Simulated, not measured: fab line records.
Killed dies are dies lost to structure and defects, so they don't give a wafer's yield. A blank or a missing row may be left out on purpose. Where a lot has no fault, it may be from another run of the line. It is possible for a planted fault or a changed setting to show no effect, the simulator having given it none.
Which of the tools did it? ; flow berkeley_cmos170 ; 13 lots with 39 wafers sampled at 3 steps, on a route of 331 steps

== WHAT EACH GAUGE READ, for each wafer ==
UCB170_NLDD_CD_MEAS_06 targets a cd of 1200 nm.
lot;measured;on;cd_nm (nm)
L406;day 6 18:43;cd_sem-01;1198.6 1198.4 1198.5
L407;day 7 02:31;cd_sem-02;1197.0 1198.2 1198.9
L409;day 7 02:19;cd_sem-01;1201.3 1200.3 1200.6
L410;day 7 05:14;cd_sem-01;1199.9 1199.6 1200.8
L412;day 7 21:39;cd_sem-01;1198.9 1198.7 1199.8
L414;day 8 03:31;cd_sem-02;1198.2 1199.1 1197.9
L415;day 9 08:38;cd_sem-01;1199.5 1199.7 1199.7
L417;day 9 08:11;cd_sem-01;1199.3 1198.8 1198.0
L416;day 9 08:29;cd_sem-02;1199.8 1200.6 1200.7
L418;day 9 07:55;cd_sem-02;1199.8 1198.7 1200.1
L421;day 9 21:20;cd_sem-01;1198.7 1198.2 1199.2
L422;day 9 21:48;cd_sem-01;1199.5 1199.5 1200.0
L428;day 11 05:31;cd_sem-01;1198.7 1199.2 1197.9

UCB170_CONTACT_CD_MEAS_90 targets a cd of 700 nm.
lot;measured;on;cd_nm (nm)
L406;day 7 11:25;cd_sem-01;699.8 700.7 700.4
L407;day 7 18:42;cd_sem-01;701.8 700.2 700.8
L409;day 7 19:01;cd_sem-01;699.7 699.7 698.7
L410;day 7 20:37;cd_sem-01;701.0 700.7 698.9
L412;day 8 14:41;cd_sem-01;700.3 700.5 700.4
L414;day 8 20:20;cd_sem-02;699.8 700.8 700.3
L415;day 10 02:50;cd_sem-02;697.3 698.8 700.1
L417;day 10 02:32;cd_sem-02;700.6 699.5 698.9
L416;day 10 02:29;cd_sem-01;696.7 698.8 698.2
L418;day 9 23:23;cd_sem-01;701.0 700.0 700.1
L421;day 10 14:31;cd_sem-01;701.8 701.9 700.1
L422;day 10 14:12;cd_sem-01;699.1 699.4 700.0
L428;day 11 20:23;cd_sem-01;702.3 704.5 701.9

== EACH LOT AND THE TOOL THAT RAN IT (in order: tool; ch and the chambers of the sampled wafers; start) ==
lot;UCB170_NWELL_STRIP_15
L406;plasma_asher-04 ch 0,1, day 2 12:35
L407;plasma_asher-02 ch 0,1, day 2 19:42
L409;plasma_asher-01 ch 0,1, day 3 00:34
L410;plasma_asher-02 ch 0,1, day 3 09:00
L412;plasma_asher-02 ch 0, day 3 18:15
L414;plasma_asher-04 ch 0,1, day 4 12:40
L415;plasma_asher-02 ch 0,1, day 4 15:40
L417;plasma_asher-01 ch 0,1, day 4 15:54
L416;plasma_asher-01 ch 0,1, day 4 19:55
L418;plasma_asher-02 ch 1, day 5 02:25
L421;plasma_asher-02 ch 0,1, day 5 13:09
L422;plasma_asher-04 ch 0,1, day 5 19:20
L428;plasma_asher-04 ch 0,1, day 7 00:40
- UCB170_NWELL_STRIP_15: strips in O2.

== WHAT THE TOOLS THEMSELVES READ (means of the sampled wafers that have a number; where no wafer has one, the mark that the record gives instead) ==
UCB170_NWELL_STRIP_15.
lot;tool;chamber_pressure_mTorr (mTorr);drypump_motor_current_A (A);oes_product_au (a.u.);strip_time_to_endpoint_s (s)
L406;plasma_asher-04;3500;5.73;0.721;18.02
L407;plasma_asher-02;3499;5.76;0.718;17.98
L409;plasma_asher-01;3500;5.92;0.722;18.04
L410;plasma_asher-02;3498;5.81;0.719;17.99
L412;plasma_asher-02;3501;5.72;0.721;18.06
L414;plasma_asher-04;3499;5.67;0.721;18.01
L415;plasma_asher-02;3504;5.90;0.725;18.03
L417;plasma_asher-01;3498;5.93;0.719;18.05
L416;plasma_asher-01;3499;5.91;0.729;17.88
L418;plasma_asher-02;3503;6.00;0.723;18.05
L421;plasma_asher-02;3498;5.77;0.722;17.93
L422;plasma_asher-04;3500;5.73;0.721;18.00
L428;plasma_asher-04;3499;5.74;0.722;18.02

== THE ANSWER, worked out from the rows above alone ==
Rule: the usual values come from the lots themselves. The widest of any qualifying gaps counts: lots, ordered by their means at a reading, are off when they make up no more than a third of the lots, leave a main group of 4 or more, and stand apart from it by 3 or more times the standard deviation of that group's means. A main group is skipped when, at the precision printed for the reading in the tables above, its means are all equal. A lot without any number at a reading at which 4 lots or more have one is off too. All remaining lots with rows at the step are treated as sound. Order of review: gauges by route order, followed by the tools' own readings, for which a lot's mean as printed above is used. The first step at which some lot is off is used, and at that step the reading that is off furthest; a lot without a number counts as furthest.
Nothing can be told from this: no lot is off at any reading shown.

== WHAT THE SIMULATOR HAD INSERTED ==
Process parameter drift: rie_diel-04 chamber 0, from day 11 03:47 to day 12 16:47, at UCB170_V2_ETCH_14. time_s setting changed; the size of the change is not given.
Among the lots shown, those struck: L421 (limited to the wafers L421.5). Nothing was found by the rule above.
